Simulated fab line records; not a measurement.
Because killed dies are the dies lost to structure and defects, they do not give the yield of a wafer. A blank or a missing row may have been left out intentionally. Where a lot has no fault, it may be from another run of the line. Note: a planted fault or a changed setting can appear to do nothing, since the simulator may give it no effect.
fab line records | flow ritCmos
record lots=6 wafers=18 lastDay=6
route steps=202 shown SDANNEAL@156 PSD@157 NSD@158 PLDD@159 NLDD@160 SILICIDE@161 CONTACT@168
lots with no fault: from the same line, run without faults
startH: start of the lot's first displayed wafer, in hours after the record's first day | waitH: hours from the lot's prior step to this one | " as in the row above | L1.1+2: a row that stands for several wafers | - no value, or no start was given | * or withheld: withheld | < > ~ a bound
route shown NAME@n: NAME is a module with steps in the file, n the number in the route of the first one | usual: mean/standard deviation taken from wafers without a fault | same: alike in all rows | chamber/n: place in a boat | sites: readings site by site | _std_site: how widely they spread, as a standard deviation | _edge_site: mean of outer sites minus mean of inner sites | radiusMm: for every site, how far away it sits from the centre of the wafer | mask NAME#n: copy n | behind: the tool/chamber that last shaped the wafer | hold: why the lot went on hold/how many hours it stayed there/how the hold came to an end | device: the transistor (n, p or np) that didn't switch | end of line: tests of these same wafers at the route's end | where a step has no rows: the recipe by itself | killed: dies that structure and defects cost at the first sort, which is not the same as the wafer's yield | map: shows each die of a wafer: x if killed, . if not, _ if none is there
set.NAME: setting as actually run; set.NAME@STEP: the setting as run at that earlier step | model.NAME: the simulator's own value behind a step, which no gauge read
certain route steps with their lots: each step a table, each wafer a row
services: a tool's chamber out of use, with start hour (startH, from the record's first day; less than 0 if before it), hours out, and reason
## steps
# step RIT_SDANNEAL_RTA_03
# recipe tempC=1050 timeS=5 idleTempC=600 rampUpCPerS=342 rampDownCPerS=171 coolToC=600 ambient=N2
# usual chamberO2Ppm=1.999/0.017 wafer_temp_C_max=1053.6/1.1
# columns lot.wafer tool chamber startH waitH chamberO2Ppm wafer_temp_C_max
L600.1 rtpAnneal-02 0 54.59 0.0 2.016 1052.2
L600.2 " 0 " " 2.022 1053.4
L600.6 " 0 " " 2.056 1054.2
L605.2 rtpAnneal-01 0 76.67 0.0 2.003 1054.2
L605.3 " 0 " " 2.021 1052.6
L605.4 " 0 " " 2.015 1052.5
L611.2 rtpAnneal-01 0 107.32 0.0 2.002 1052.9
L611.3 " 0 " " 1.989 1052.9
L611.5 " 0 " " 1.993 1052.9
L614.1 rtpAnneal-02 0 120.50 0.0 2.000 1053.6
L614.2 " 0 " " 2.010 1054.9
L614.5 " 0 " " 2.015 1052.7
L618.2 rtpAnneal-02 0 139.69 0.0 1.995 1054.7
L618.3 " 0 " " 1.992 1052.2
L618.4 " 0 " " 2.001 1054.9
L619.1 rtpAnneal-01 0 144.83 0.0 2.002 1054.0
L619.3 " 0 " " 1.996 1053.5
L619.5 " 0 " " 2.013 1053.3
# step RIT_SDANNEAL_RS_MEAS_04
# recipe thkMeasGauge=four-point-probe
# usual PSD_RS=116.25/0.25
# columns lot.wafer tool chamber startH waitH PSD_RS[ohm/sq]
L600.1 filmMetro-01 - 54.64 0.0 116.36
L600.2 " - " " 116.40
L600.6 " - " " 116.01
L605.2 filmMetro-04 - 76.74 0.1 115.99
L605.3 " - " " 115.92
L605.4 " - " " 115.93
L611.2 filmMetro-04 - 107.39 0.1 116.36
L611.3 " - " " 116.26
L611.5 " - " " 116.26
L614.1 filmMetro-04 - 120.62 0.1 116.29
L614.2 " - " " 116.03
L614.5 " - " " 116.40
L618.2 filmMetro-02 - 139.81 0.1 116.10
L618.3 " - " " 115.83
L618.4 " - " " 116.33
L619.1 filmMetro-04 - 144.89 0.0 116.23
L619.3 " - " " 116.25
L619.5 " - " " 115.75
# step RIT_SDANNEAL_RS_MEAS_05
# recipe thkMeasGauge=four-point-probe
# usual NSD_RS=84.7/0.3
# columns lot.wafer tool chamber startH waitH NSD_RS[ohm/sq]
L600.1 filmMetro-01 - 54.76 0.1 84.5
L600.2 " - " " 84.5
L600.6 " - " " 84.8
L605.2 filmMetro-04 - 76.86 0.1 84.6
L605.3 " - " " 85.1
L605.4 " - " " 85.1
L611.2 filmMetro-04 - 107.51 0.1 84.4
L611.3 " - " " 84.6
L611.5 " - " " 84.1
L614.1 filmMetro-04 - 120.74 0.1 84.1
L614.2 " - " " 84.7
L614.5 " - " " 84.6
L618.2 filmMetro-02 - 139.93 0.1 84.8
L618.3 " - " " 84.7
L618.4 " - " " 84.6
L619.1 filmMetro-04 - 145.01 0.1 85.3
L619.3 " - " " 85.2
L619.5 " - " " 85.1
# step RIT_SDANNEAL_RS_MEAS_06
# recipe thkMeasGauge=four-point-probe
# usual PLDD_RS=178.8/0.44
# columns lot.wafer tool chamber startH waitH PLDD_RS[ohm/sq]
L600.1 filmMetro-01 - 54.88 0.1 179.1
L600.2 " - " " 179.1
L600.6 " - " " 179.0
L605.2 filmMetro-04 - 76.98 0.1 178.7
L605.3 " - " " 179.0
L605.4 " - " " 179.0
L611.2 filmMetro-04 - 107.63 0.1 178.7
L611.3 " - " " 179.2
L611.5 " - " " 178.8
L614.1 filmMetro-04 - 120.86 0.1 178.8
L614.2 " - " " 178.5
L614.5 " - " " 179.0
L618.2 filmMetro-02 - 140.05 0.1 178.4
L618.3 " - " " 178.3
L618.4 " - " " 178.9
L619.1 filmMetro-04 - 145.13 0.1 179.1
L619.3 " - " " 179.0
L619.5 " - " " 178.5
# step RIT_SDANNEAL_RS_MEAS_07
# recipe thkMeasGauge=four-point-probe
# usual NLDD_RS=151.8/0.57
# columns lot.wafer tool chamber startH waitH NLDD_RS[ohm/sq]
L600.1 filmMetro-01 - 55.00 0.1 152.2
L600.2 " - " " 152.3
L600.6 " - " " 151.7
L605.2 filmMetro-04 - 77.10 0.1 151.8
L605.3 " - " " 152.1
L605.4 " - " " 152.1
L611.2 filmMetro-04 - 107.75 0.1 152.4
L611.3 " - " " 152.4
L611.5 " - " " 152.4
L614.1 filmMetro-04 - 120.98 0.1 152.7
L614.2 " - " " 152.7
L614.5 " - " " 152.4
L618.2 filmMetro-02 - 140.17 0.1 151.6
L618.3 " - " " 152.0
L618.4 " - " " 151.3
L619.1 filmMetro-04 - 145.25 0.1 151.1
L619.3 " - " " 151.4
L619.5 " - " " 151.5
# step RIT_SILICIDE_WET_ETCH_00
# recipe chemistry=BOE target=SiO2 targetDepthNm=14 timeS=15 dry=n2Spin dilution=10:1 tempC=21.5
# step RIT_SILICIDE_SPUTTER_01
# recipe material=Ti targetThkNm=30 powerW=350 chamberPressurePa=0.667 gas=Ar timeS=240 substrateTempC=25
# usual cathodeDcPowerW=350.00/0.066 throttleValvePct=30.2/0.93
# columns lot.wafer tool chamber startH waitH cathodeDcPowerW throttleValvePct
L600.1 pvdSputter-01 - 55.14 0.0 349.92 31.8
L600.2 " - " " 350.08 31.3
L600.6 " - " " 349.99 31.2
L605.2 pvdSputter-01 - 77.22 0.0 350.03 31.3
L605.3 " - " " 349.96 29.9
L605.4 " - " " 349.99 29.5
L611.2 pvdSputter-01 - 107.87 0.0 349.99 29.4
L611.3 " - " " 350.04 31.5
L611.5 " - " " 349.96 30.1
L614.1 pvdSputter-03 - 121.11 0.0 349.90 29.5
L614.2 " - " " 350.02 28.9
L614.5 " - " " 349.91 29.1
L618.2 pvdSputter-03 - 140.28 0.0 349.99 29.5
L618.3 " - " " 349.99 29.7
L618.4 " - " " 349.87 28.8
L619.1 pvdSputter-01 - 145.38 0.0 350.00 29.3
L619.3 " - " " 350.01 31.4
L619.5 " - " " 350.01 31.6
# step RIT_SILICIDE_RS_MEAS_02
# recipe thkMeasGauge=four-point-probe reads=Ti_of_SILICIDE_SPUTTER_01
# usual SILICIDE_TI_RS=47.7/0.79
# columns lot.wafer tool chamber startH waitH SILICIDE_TI_RS[ohm/sq]
L600.1 filmMetro-04 - 55.29 0.1 47.9
L600.2 " - " " 48.6
L600.6 " - " " 48.6
L605.2 filmMetro-01 - 77.39 0.1 49.4
L605.3 " - " " 49.1
L605.4 " - " " 48.3
L611.2 filmMetro-03 - 108.04 0.1 48.1
L611.3 " - " " 49.4
L611.5 " - " " 47.7
L614.1 filmMetro-01 - 121.26 0.1 46.9
L614.2 " - " " 47.2
L614.5 " - " " 46.7
L618.2 filmMetro-04 - 140.45 0.1 48.0
L618.3 " - " " 47.6
L618.4 " - " " 47.1
L619.1 filmMetro-03 - 145.53 0.1 47.0
L619.3 " - " " 48.0
L619.5 " - " " 46.9
# step RIT_SILICIDE_THK_MEAS_03
# recipe thkMeasGauge=xrf reads=Ti_of_SILICIDE_SPUTTER_01
# usual SILICIDE_TI_THK=30.0/0.4
# columns lot.wafer tool chamber startH waitH SILICIDE_TI_THK[nm]
L600.1 filmMetro-04 - 55.41 0.1 29.8
L600.2 " - " " 29.6
L600.6 " - " " 29.5
L605.2 filmMetro-01 - 77.50 0.1 29.1
L605.3 " - " " 29.1
L605.4 " - " " 29.6
L611.2 filmMetro-03 - 108.15 0.1 29.8
L611.3 " - " " 29.4
L611.5 " - " " 30.2
L614.1 filmMetro-01 - 121.38 0.1 30.2
L614.2 " - " " 30.2
L614.5 " - " " 30.3
L618.2 filmMetro-04 - 140.56 0.1 29.6
L618.3 " - " " 29.7
L618.4 " - " " 30.2
L619.1 filmMetro-03 - 145.65 0.1 30.4
L619.3 " - " " 29.9
L619.5 " - " " 30.4
# step RIT_SILICIDE_RTA_04
# recipe tempC=650 timeS=10 idleTempC=25 rampUpS=5 rampDownS=5 coolToC=25 ambient=N2
# usual chamberO2Ppm=2.000/0.02 wafer_temp_C_max=654.2/0.95
# columns lot.wafer tool chamber startH waitH chamberO2Ppm wafer_temp_C_max
L600.1 rtpAnneal-01 0 55.47 0.1 1.994 653.1
L600.2 " 0 " " 1.981 653.8
L600.6 " 0 " " 1.984 653.3
L605.2 rtpAnneal-02 0 77.56 0.1 2.026 656.0
L605.3 " 0 " " 2.025 654.5
L605.4 " 0 " " 1.987 653.1
L611.2 rtpAnneal-02 0 108.21 0.1 1.957 654.3
L611.3 " 0 " " 1.964 654.9
L611.5 " 0 " " 1.972 655.6
L614.1 rtpAnneal-01 0 121.44 0.1 2.026 653.9
L614.2 " 0 " " 2.004 655.7
L614.5 " 0 " " 2.048 652.7
L618.2 rtpAnneal-01 0 140.62 0.1 2.009 653.7
L618.3 " 0 " " 1.968 653.2
L618.4 " 0 " " 1.988 654.4
L619.1 rtpAnneal-02 0 145.71 0.1 1.999 654.8
L619.3 " 0 " " 1.967 654.5
L619.5 " 0 " " 1.997 655.3
# step RIT_SILICIDE_WET_ETCH_05
# recipe chemistry=SPM target=Ti tempC=90 timeS=120 dry=n2Spin
# step RIT_SILICIDE_RTA_06
# recipe tempC=750 timeS=10 idleTempC=25 rampUpS=5 rampDownS=10 coolToC=25 ambient=N2
# usual chamberO2Ppm=2.001/0.021 wafer_temp_C_max=754.8/0.9
# columns lot.wafer tool chamber startH waitH chamberO2Ppm wafer_temp_C_max
L600.1 rtpAnneal-02 0 55.58 0.0 2.012 755.4
L600.2 " 0 " " 2.026 755.2
L600.6 " 0 " " 2.028 754.5
L605.2 rtpAnneal-01 0 77.67 0.0 1.991 755.5
L605.3 " 0 " " 2.006 753.8
L605.4 " 0 " " 2.016 753.8
L611.2 rtpAnneal-01 0 108.31 0.0 2.017 755.3
L611.3 " 0 " " 1.980 754.6
L611.5 " 0 " " 1.993 755.5
L614.1 rtpAnneal-02 0 121.55 0.0 2.023 754.8
L614.2 " 0 " " 2.050 756.9
L614.5 " 0 " " 1.994 755.1
L618.2 rtpAnneal-02 0 140.74 0.0 2.000 754.6
L618.3 " 0 " " 2.004 754.5
L618.4 " 0 " " 2.042 755.4
L619.1 rtpAnneal-01 0 145.89 0.0 2.021 754.3
L619.3 " 0 " " 2.009 755.9
L619.5 " 0 " " 2.035 753.3
# step RIT_CONTACT_CVD_00
# recipe material=SiO2 targetThkNm=400 precursor=TEOS tempC=390 timeS=61 rfW=400
# usual heaterPowerW=305/62
# columns lot.wafer tool chamber startH waitH heaterPowerW model.SiO2_of_CONTACT_CVD_00.thkNm
L600.1 pecvd-03 1 55.65 0.1 262 398.4
L600.2 " 2 " " 384 391.5
L600.6 " 0 " " 339 406.2
L605.2 pecvd-04 2 77.72 0.0 271 390.1
L605.3 " 0 " " 401 391.6
L605.4 " 2 " " 280 395.3
L611.2 pecvd-04 2 108.37 0.0 301 392.1
L611.3 " 1 " " 233 519.5
L611.5 " 2 " " 213 401.7
L614.1 pecvd-04 1 121.69 0.1 214 520.5
L614.2 " 2 " " 241 396.6
L614.5 " 1 " " 222 530.7
L618.2 pecvd-03 0 140.85 0.1 342 393.7
L618.3 " 1 " " 286 393.4
L618.4 " 2 " " 388 397.5
L619.1 pecvd-02 1 145.96 0.1 301 394.4
L619.3 " 2 " " 263 396.5
L619.5 " 1 " " 325 396.8
# step RIT_CONTACT_THK_MEAS_01
# recipe reads=SiO2_of_CONTACT_CVD_00
# usual CONTACT_TEOS_THK=397/4.9
# columns lot.wafer tool chamber startH waitH CONTACT_TEOS_THK[nm]
L600.1 filmMetro-03 - 55.70 0.0 398
L600.2 " - " " 392
L600.6 " - " " 406
L605.2 filmMetro-03 - 77.78 0.0 390
L605.3 " - " " 392
L605.4 " - " " 395
L611.2 filmMetro-03 - 108.43 0.0 392
L611.3 " - " " 519
L611.5 " - " " 402
L614.1 filmMetro-03 - 121.74 0.0 520
L614.2 " - " " 397
L614.5 " - " " 531
L618.2 filmMetro-03 - 140.91 0.0 394
L618.3 " - " " 393
L618.4 " - " " 397
L619.1 filmMetro-04 - 146.04 0.1 394
L619.3 " - " " 396
L619.5 " - " " 397
# step RIT_CONTACT_HMDS_02
# recipe primeTimeS=60 primeTempC=140
# step RIT_CONTACT_COAT_03
# recipe resist=NOVOLAK spinRpm=3250 resistThkNm=982.9
# step RIT_CONTACT_SOFTBAKE_04
# recipe resist=NOVOLAK tempC=90 timeS=60
# step RIT_CONTACT_EXPOSE_05
# recipe maskId=M11 na=0.6 sourceShape=conventional sigmaOuter=0.5 targetCdNm=1000 doseMj=250
# step RIT_CONTACT_PEB_06
# recipe resist=NOVOLAK tempC=withheld timeS=withheld
# step RIT_CONTACT_DEVELOP_07
# recipe resist=NOVOLAK developTimeS=120 devTempC=23
# step RIT_CONTACT_CD_MEAS_08
# recipe targetCdNm=1000
# usual cdNm=999.1/2.5
# columns lot.wafer tool chamber startH waitH cdNm
L600.1 cdSem-01 - 56.95 - 994.9
L600.2 " - " " 992.4
L600.6 " - " " 992.6
L605.2 cdSem-01 - 78.82 - 997.6
L605.3 " - " " 997.9
L605.4 " - " " 995.6
L611.2 cdSem-02 - 109.57 - 1000.1
L611.3 " - " " 999.3
L611.5 " - " " 997.4
L614.1 cdSem-02 - 122.76 - 999.0
L614.2 " - " " 1001.6
L614.5 " - " " 999.8
L618.2 cdSem-02 - 142.27 - 998.0
L618.3 " - " " 999.3
L618.4 " - " " 999.1
L619.1 cdSem-02 - 147.25 - 1001.8
L619.3 " - " " 1002.3
L619.5 " - " " 1002.4
# step RIT_CONTACT_OVL_MEAS_09
# usual CONTACT_OVL=0.9/1.5
# columns lot.wafer tool chamber startH waitH CONTACT_OVL[nm]
L600.1 overlay-02 - 57.07 0.1 -0.8
L600.2 " - " " 1.5
L600.6 " - " " -0.9
L605.2 overlay-02 - 78.92 0.1 -1.6
L605.3 " - " " 0.3
L605.4 " - " " -2.9
L611.2 overlay-01 - 109.67 0.1 0.5
L611.3 " - " " -0.3
L611.5 " - " " 0.4
L614.1 overlay-02 - 122.88 0.1 2.0
L614.2 " - " " 0.3
L614.5 " - " " -1.2
L618.2 overlay-01 - 142.38 0.1 2.1
L618.3 " - " " 0.3
L618.4 " - " " 2.2
L619.1 overlay-01 - 147.37 0.1 -0.9
L619.3 " - " " -1.5
L619.5 " - " " -2.3
# step RIT_CONTACT_HARDBAKE_10
# recipe resist=NOVOLAK tempC=140 timeS=60
# step RIT_CONTACT_ETCH_11
# recipe targetDepthA=4800 overEtchFrac=0.2 stopOn=TiSi2 chemistry=CHF3/CF4/Ar target=SiO2 CHF3_flow_sccm=50 cf4FlowSccm=10 Ar_flow_sccm=100 O2_flow_sccm=5 pressureMtorr=100 rfW=200 timeS=320
# usual drypumpMotorCurrentA=5.9/0.52 oesProductAu=0.982/0.019 throttleValvePct=8.86/0.14
# columns lot.wafer tool chamber startH waitH drypumpMotorCurrentA oesProductAu rfHoursCounterH throttleValvePct model.CONTACT.featureDepthNm model.etch.depthNm
L600.1 rieDiel-01 1 57.26 0.1 5.8 1.003 150 8.97 398.4 398.4
L600.2 " 2 " " 5.3 0.982 119 8.70 391.5 391.5
L600.6 " 2 " " 5.3 0.975 - 8.70 406.2 406.2
L605.2 rieDiel-03 3 79.10 0.1 6.5 0.960 98 8.72 390.1 390.1
L605.3 " 0 " " 5.7 0.965 44 9.06 391.6 391.6
L605.4 " 1 " " 5.9 1.018 2 8.86 395.3 395.3
L611.2 rieDiel-03 1 109.85 0.1 5.9 1.019 2 8.85 392.1 392.1
L611.3 " 2 " " 6.7 0.977 21 8.88 483.8 483.8
L611.5 " 2 " " 6.6 0.970 - 8.86 401.7 401.7
L614.1 rieDiel-01 3 123.07 0.1 5.6 0.989 8 8.81 479.7 479.7
L614.2 " 0 " " 6.5 0.973 73 8.57 396.6 396.6
L614.5 " 1 " " 5.8 1.016 - 8.96 485.3 485.3
L618.2 rieDiel-03 1 142.56 0.1 5.9 1.014 3 8.86 393.7 393.7
L618.3 " 3 " " 6.5 0.953 100 8.70 393.4 393.4
L618.4 " 2 " " 6.6 0.970 22 8.88 397.5 397.5
L619.1 rieDiel-02 3 147.56 0.1 5.1 1.007 128 8.97 394.4 394.4
L619.3 " 1 " " 5.4 1.001 8 8.76 396.5 396.5
L619.5 " 1 " " 5.4 0.992 - 8.77 396.8 396.8
# step RIT_CONTACT_STRIP_12
# recipe chemistry=O2 timeS=180 resist=NOVOLAK platenTempC=withheld powerW=500 pressureMtorr=4000 o2FlowSccm=4000
# usual drypumpMotorCurrentA=5.6/0.39
# columns lot.wafer tool chamber startH waitH drypumpMotorCurrentA rfHoursCounterH
L600.1 plasmaAsher-01 0 57.45 0.1 5.0 42
L600.2 " 1 " " 6.0 42
L600.6 " 0 " " 5.0 -
L605.2 plasmaAsher-01 1 79.30 0.1 6.0 44
L605.3 " 1 " " 6.0 -
L605.4 " 0 " " 5.0 -
L611.2 plasmaAsher-01 1 110.05 0.1 6.0 48
L611.3 " 1 " " 6.0 -
L611.5 " 0 " " 5.0 -
L614.1 plasmaAsher-03 1 123.26 0.1 5.7 52
L614.2 " 0 " " 5.8 52
L614.5 " 1 " " 5.7 -
L618.2 plasmaAsher-01 1 142.75 0.1 6.0 53
L618.3 " 1 " " 6.0 -
L618.4 " 0 " " 5.1 -
L619.1 plasmaAsher-01 0 147.75 0.1 5.1 54
L619.3 " 0 " " 5.0 -
L619.5 " 0 " " 5.1 -
# step RIT_CONTACT_CD_MEAS_90
# recipe targetCdNm=1000
# usual cdNm=999.2/2.5
# columns lot.wafer tool chamber startH waitH cdNm
L600.1 cdSem-01 - 57.63 0.1 995.0
L600.2 " - " " 992.4
L600.6 " - " " 992.6
L605.2 cdSem-02 - 79.49 0.1 998.6
L605.3 " - " " 997.8
L605.4 " - " " 995.5
L611.2 cdSem-01 - 110.24 0.1 999.7
L611.3 " - " " 999.5
L611.5 " - " " 996.9
L614.1 cdSem-01 - 123.44 0.1 999.1
L614.2 " - " " 1002.2
L614.5 " - " " 1000.5
L618.2 cdSem-02 - 142.95 0.1 997.9
L618.3 " - " " 999.8
L618.4 " - " " 999.0
L619.1 cdSem-01 - 147.93 0.1 1002.4
L619.3 " - " " 1002.1
L619.5 " - " " 1001.7
# step RIT_CONTACT_CLEAN_13
# recipe chemistry=SC1 mix=3:3:50 timeS=600 tempC=75
# columns lot.wafer tool chamber startH waitH model.SiO2_of_CONTACT_CVD_00.thkNm
L600.1 wetBench-02 2 57.75 0.1 394.3
L600.2 " 2 " " 387.4
L600.6 " 2 " " 402.1
L605.2 wetBench-01 1 79.59 0.1 386.2
L605.3 " 1 " " 387.6
L605.4 " 1 " " 391.3
L611.2 wetBench-01 0 110.34 0.1 388
L611.3 " 0 " " 515.4
L611.5 " 0 " " 397.6
L614.1 wetBench-01 0 123.56 0.1 516.4
L614.2 " 0 " " 392.5
L614.5 " 0 " " 526.7
L618.2 wetBench-02 1 143.05 0.1 389.6
L618.3 " 1 " " 389.3
L618.4 " 1 " " 393.4
L619.1 wetBench-04 2 148.05 0.1 390.2
L619.3 " 2 " " 392.4
L619.5 " 2 " " 392.7
# step RIT_CONTACT_CLEAN_14
# recipe chemistry=SC2 mix=3:3:50 timeS=600 tempC=75 dry=n2Spin
## services
# columns tool chamber startH hours kind
rieDiel-02 2 33.32 12.3 repair
pvdSputter-01 - 44.00 1.0 repair
pvdSputter-01 - 44.92 1.9 repair
rieDiel-01 1 64.65 1.4 repair
rieDiel-01 - 82.53 0.4 repair
pvdSputter-01 - 82.66 2.6 repair
pecvd-03 0 83.65 6.3 repair
rieDiel-02 2 89.08 3.8 repair
rieDiel-01 0 91.52 3.6 repair
wetBench-04 - 93.48 7.8 repair
pecvd-02 - 95.61 0.9 repair
pecvd-02 1 116.75 3.9 repair
rieDiel-02 - 120.74 2.8 pm
rtpAnneal-02 - 132.92 4.8 pm
pecvd-04 - 137.66 0.8 repair
pecvd-02 0 139.44 9.6 repair
rtpAnneal-01 - 142.68 1.5 pm
wetBench-04 - 144.35 2.3 repair
rieDiel-02 0 145.76 7.4 repair
## key
firstSign step=RIT_CONTACT_THK_MEAS_01 reading=CONTACT_TEOS_THK direction=up sigmas=26 usual=397 struck=523
effect none on later readings
modelEffect step=RIT_CONTACT_CVD_00 value=SiO2_of_CONTACT_CVD_00.thkNm without=393.4 struck=523.6
modelEffect step=RIT_CONTACT_ETCH_11 value=CONTACT.featureDepthNm without=393.4 struck=482.9
modelEffect step=RIT_CONTACT_CLEAN_13 value=SiO2_of_CONTACT_CVD_00.thkNm without=389.4 struck=519.5
metAt RIT_CONTACT_CVD_00
struckWafers L611.3,L614.1,L614.5
laterRowsLeftOut L611.3,L614.1,L614.5
sortLeftOut L611.3,L614.1,L614.5
testerLeftOut L611,L614
fault kind=processParameterDrift tool=pecvd-04 chamber=1 onsetH=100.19 steps=RIT_CONTACT_CVD_00 channel=targetThkNm offset=130.45 shape=step endH=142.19 stated=400
# testerLeftOut: of these lots the tester's yield and bins aren't shown, on N5 and GAA mostly nor the transistor test; their killed dies are dies lost to structure and defects alone, not to doping, threshold or leakage, so they don't give the yield
# sortLeftOut: the simulated sort isn't trusted on such a fault, so these wafers' sort isn't shown, and their yield isn't known
# laterRowsLeftOut: the simulator's readings of these wafers behind a module that went badly wrong aren't trusted and aren't shown, but for the sort
